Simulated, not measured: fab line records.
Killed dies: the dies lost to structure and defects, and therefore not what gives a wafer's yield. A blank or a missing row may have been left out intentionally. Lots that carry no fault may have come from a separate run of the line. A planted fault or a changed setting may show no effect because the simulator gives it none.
A struck lot beside a sound one | flow berkeleyCmos170 | 14 steps out of a route of 331
Sound: wafers L528.1, L528.2, L528.3. The struck wafers were L523.1, L523.5, L523.6. The cause is given at the end.
Order at every step that has rows: each side's tool, ch and its chambers, its first start. Under that, the readings that differ: sound wafers | struck wafers | difference of the means | sigmas: that difference in standard deviations of wafers without a fault.
alike: a reading whose means differ by less than 2 such deviations, as well as words and numbers matching on both sides. not compared: withheld readings; readings where some wafer has no value; bounds like >300 that might hide an equal value; numbers whose values overlap and for which the record gives no deviation.
Wherever a step has rows on one side only, a row that says differs or no value, or a row with sigmas, the two part there. Non-overlapping numbers with no deviation appear without sigmas and do not part them. A reading that every wafer of one side lacks parts them only if that side has two wafers or more.

first, 2 steps without rows for these wafers: UCB170_PSD_PEB_04; UCB170_PSD_DEVELOP_05 (develop time 45 s).
UCB170_PSD_CD_MEAS_06 targets a cd of 1200 nm.
  struck on cdSem-01, day 9 16:02; sound on cdSem-02, day 10 20:05
  alike: cdNm
UCB170_PSD_OVL_MEAS_07:
  struck on overlay-02, day 9 16:09; sound on overlay-02, day 10 20:13
  alike: PSD_OVL
next, for these wafers, 1 step has no rows: UCB170_PSD_IMPLANT_08.
UCB170_PSD_STRIP_09: strips in O2.
  sound on plasmaAsher-03 ch 0,1, day 10 20:23; struck on plasmaAsher-01 ch 0,1, day 9 16:20
reading           | sound             | struck            | difference | sigmas
o2FlowSccm (sccm) | 399.5 397.7 398.2 | 401.3 400.7 401.3 | +2.6       | +2
  alike: drypumpMotorCurrentA, oesProductAu, stripTimeToEndpointS
  not compared: rfHoursCounterH
UCB170_PSD_TW_MEAS_10:
  struck on filmMetro-01, day 9 16:26; sound on filmMetro-01, day 10 20:29
  alike: PSD_TW
then, 3 steps without rows for these wafers: UCB170_PSD_CLEAN_11 (cleans in SPM, time 600 s); UCB170_NSD_HMDS_00 (prime time 60 s); UCB170_NSD_COAT_01 (resist thk 900 nm).
UCB170_NSD_SOFTBAKE_02: time 62.12 s.
  sound on lithoTrack-01 ch 0, day 10 21:53; struck on lithoTrack-04 ch 0, day 9 17:12
  alike: plateSensorTCentreC, plateSensorTEdgeC
then, 1 step without rows for these wafers: UCB170_NSD_EXPOSE_03 (exposes mask NSELECT MOD, target cd 1200 nm).
UCB170_NSD_PEB_04:
  sound on lithoTrack-01 ch 0, day 10 22:29; struck on lithoTrack-01, day 9 18:22
  no value came back on the struck wafers for chillPlateTempC (C), exhaustPa (Pa); on the sound wafers chillPlateTempC (C) reads 23.16 23.10 23.10
then, 1 step without rows for these wafers: UCB170_NSD_DEVELOP_05 (develop time 45 s).

## WHERE THEY PART
At UCB170_PSD_STRIP_09 first; at UCB170_NSD_PEB_04 last (within this record only).

WHY: what the simulator had put in
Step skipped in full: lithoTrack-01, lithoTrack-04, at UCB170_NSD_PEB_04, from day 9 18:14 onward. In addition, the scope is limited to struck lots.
